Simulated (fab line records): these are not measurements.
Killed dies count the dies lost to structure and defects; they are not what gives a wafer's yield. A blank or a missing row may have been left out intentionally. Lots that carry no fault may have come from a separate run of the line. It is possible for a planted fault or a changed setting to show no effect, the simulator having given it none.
Comparing a struck lot with a sound one || flow rit-cmos || 15 steps out of a route of 202
Sound: these wafers, L596.1, L596.4, L596.6. The struck wafers were L606.2, L606.5, L606.6. Last of all comes the cause.
Each step with rows lists, per side, the tool, then ch with its chambers, then its first start. Under that, the readings that differ: sound wafers || struck wafers || difference of the means || sigmas: that difference in standard deviations of wafers without a fault.
alike: same words and numbers on both sides, and readings whose means sit less than 2 such deviations apart. not compared: any withheld reading, any reading some wafer has no value for, any bound like >300 that may hide the same value, and any number with overlapping values for which the record gives no deviation.
The two part at a step that has a row with sigmas, a row that says differs or no value, or rows on one side only. Numbers that don't overlap but have no deviation are shown without sigmas and don't part them. A reading that every wafer of one side lacks parts them only if that side has two wafers or more.

RIT_GATE_THK_MEAS_07:
  sound on film-metro-01, day 2 10:19; struck on film-metro-03, day 4 12:24
  alike: GATE_OXIDE_THK
then, 1 step without rows for these wafers: RIT_GATE_CVD_08 (deposits poly-Si from SiH4, target thk 250 nm, time 2220 s).
RIT_GATE_THK_MEAS_09:
  sound on film-metro-01, day 2 12:00; struck on film-metro-02, day 4 14:53
  alike: GATE_POLY_THK
then, 6 steps without rows for these wafers: RIT_GATE_HMDS_10 (prime time 60 s); RIT_GATE_COAT_11 (resist thk 850 nm); RIT_GATE_SOFTBAKE_12 (time 60 s); RIT_GATE_EXPOSE_13 (exposes mask M6, target cd 150 nm); RIT_GATE_PEB_14; RIT_GATE_DEVELOP_15 (develop time 50 s).
RIT_GATE_CD_MEAS_16: the cd target is 150 nm.
  sound on cd-sem-02, day 2 13:02; struck on cd-sem-02, day 4 15:57
  alike: cd-nm
RIT_GATE_OVL_MEAS_17:
  sound on overlay-02, day 2 13:09; struck on overlay-02, day 4 16:03
  alike: GATE_OVL
then, 1 step without rows for these wafers: RIT_GATE_HARDBAKE_18 (time 60 s).
RIT_GATE_ETCH_19: etches poly-Si in SF6/CHF3/O2, stops on SiO2, time 165 s, target depth 312.5 nm.
  sound on rie-si-01 ch 0,1,2, day 2 13:21; struck on rie-si-01 ch 0,2,3, day 4 16:14
{"reading": "oes-product-au (a.u.)", "sound": "0.859 0.843 0.848", "struck": "0.923 0.934 0.960", "difference": "+0.089", "sigmas": "+7"}
{"reading": "model.NOVOLAK_of_GATE_COAT_11.thk-nm (nm)", "sound": "667.4 670.7 668.3", "struck": "679.3 679 677.1", "difference": "+9.7", "sigmas": ""}
  alike: drypump-motor-current-A, throttle-valve-pct
  not compared: rf-hours-counter-h
RIT_GATE_STRIP_20: strips in O2, time 180 s.
  sound on plasma-asher-01 ch 0,1, day 2 13:28; struck on plasma-asher-02 ch 0,1, day 4 16:20
  alike: drypump-motor-current-A
  not compared: rf-hours-counter-h
RIT_M1_PROBE_99:
  sound on prober-02, day 3 12:20; struck on prober-01, day 5 12:34
{"reading": "model.etest.poly-comb-over-steps.leak-log10-a-um", "sound": "-12.86 -12.78 -12.84", "struck": "-9.951 -8.631 -8.785", "difference": "+3.704", "sigmas": ""}
  alike: killed-at-contacts, killed-at-front-end, killed-dies, killed-on-rim, killed-open, killed-short

## WHERE THEY PART
Only at RIT_GATE_ETCH_19, within this record. Later steps at which nothing parts them and some readings are alike: RIT_GATE_STRIP_20, RIT_M1_PROBE_99.

WHY: the cause the simulator had injected
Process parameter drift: rie-si-01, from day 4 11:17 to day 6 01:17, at RIT_GATE_ETCH_19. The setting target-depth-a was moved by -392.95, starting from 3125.
